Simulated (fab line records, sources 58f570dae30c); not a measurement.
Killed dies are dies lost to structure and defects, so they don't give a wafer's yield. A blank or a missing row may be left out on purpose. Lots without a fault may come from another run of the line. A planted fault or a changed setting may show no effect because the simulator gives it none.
Split-lot experiment | flow berkeley_cmos170 | 5 lots, 23 wafers read, on a route of 331 steps

THE SPLIT
At UCB170_PWELL_CVD_05 (deposits Si3N4 from SiH2Cl2/NH3, target thk 220 nm, time 3300 s), the setting time_s was moved away from the recipe's 3300 s on 15 of the 23 wafers read, by -9.6% to +11.8%. The other wafers ran this setting at the recipe's value.

FROM THE SPLIT TO THE READING: what the file shows between them, 4 steps
- UCB170_PWELL_THK_MEAS_06
- UCB170_PWELL_HMDS_07: prime time 60 s
- UCB170_PWELL_COAT_08: resist thk 900 nm
- UCB170_PWELL_DEVELOP_12: develop time 45 s

THE READING
oes_product_au, in a.u., at UCB170_PWELL_ETCH_14 (etches Si3N4 in CH3F/Ar/O2, stops on SiO2, target depth 242 nm, time 151 s). Fault-free wafers of this fab line usually give 0.934 a.u., standard deviation 0.012 a.u..

wafer  | tool, chamber at the split | time_s as run, s | against the recipe | oes_product_au, a.u. | against lot-mates on the recipe
L074.1 | -, -                       | 3300             | recipe             | 0.928                | -
L074.2 | -, -                       | 3300             | recipe             | 0.924                | -
L074.3 | -, -                       | 3300             | recipe             | 0.910                | -
L074.5 | -, -                       | 3300             | recipe             | 0.923                | -
L074.6 | -, -                       | 3300             | recipe             | 0.920                | -
L076.2 | -, -                       | 2983             | -9.6%              | 0.883                | no lot-mate on the recipe
L076.3 | -, -                       | 2983             | -9.6%              | 0.883                | no lot-mate on the recipe
L076.4 | -, -                       | 2983             | -9.6%              | 0.870                | no lot-mate on the recipe
L076.5 | -, -                       | 2983             | -9.6%              | 0.882                | no lot-mate on the recipe
L076.6 | -, -                       | 2983             | -9.6%              | 0.883                | no lot-mate on the recipe
L078.1 | -, -                       | 3689             | +11.8%             | 0.983                | no lot-mate on the recipe
L078.2 | -, -                       | 3689             | +11.8%             | 0.981                | no lot-mate on the recipe
L078.4 | -, -                       | 3689             | +11.8%             | 0.980                | no lot-mate on the recipe
L078.5 | -, -                       | 3689             | +11.8%             | 0.981                | no lot-mate on the recipe
L078.6 | -, -                       | 3689             | +11.8%             | 0.982                | no lot-mate on the recipe
L081.1 | -, -                       | 3579             | +8.5%              | 0.979                | no lot-mate on the recipe
L081.2 | -, -                       | 3579             | +8.5%              | 0.975                | no lot-mate on the recipe
L081.3 | -, -                       | 3579             | +8.5%              | 0.974                | no lot-mate on the recipe
L081.5 | -, -                       | 3579             | +8.5%              | 0.968                | no lot-mate on the recipe
L081.6 | -, -                       | 3579             | +8.5%              | 0.974                | no lot-mate on the recipe
L082.2 | lpcvd-02, 1                | 3300             | recipe             | 0.918                | -
L082.4 | lpcvd-02, 1                | 3300             | recipe             | 0.934                | -
L082.6 | lpcvd-02, 1                | 3300             | recipe             | 0.933                | -

THE FIT
A straight line over all 23 wafers: oes_product_au changes by +0.00494 a.u. for each +1% of time_s; r = +0.99; the points scatter about the line by 0.0067 a.u..
Too few moved wafers have a lot-mate on the recipe to fit a line with each lot's own level taken away.

THE WHOLE CHAIN: every reading that the file lists as answering this split, in the file's order
step                     | what it does                                                               | reading                                                                       | change (the file's fit)                   | r (the file's)
UCB170_PWELL_CVD_05      | deposits Si3N4 from SiH2Cl2/NH3, target thk 220 nm, time 3300 s            | Si3N4_of_PWELL_CVD_05.thk_nm (the simulator's own value, which no gauge read) | +2.27 nm for each +1% of the setting      | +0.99
UCB170_PWELL_THK_MEAS_06 |                                                                            | PWELL_NITRIDE_THK                                                             | +2.27 for each +1% of the setting         | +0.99
UCB170_PWELL_ETCH_14     | etches Si3N4 in CH3F/Ar/O2, stops on SiO2, target depth 242 nm, time 151 s | oes_product_au                                                                | +0.00494 a.u. for each +1% of the setting | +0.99
UCB170_PWELL_ETCH_14     | etches Si3N4 in CH3F/Ar/O2, stops on SiO2, target depth 242 nm, time 151 s | etch.depth_nm (the simulator's own value, which no gauge read)                | +2.07 nm for each +1% of the setting      | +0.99

THE FILE'S OWN FIT
oes_product_au changes by +0.00494 a.u. for each +1% of time_s, r = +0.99.
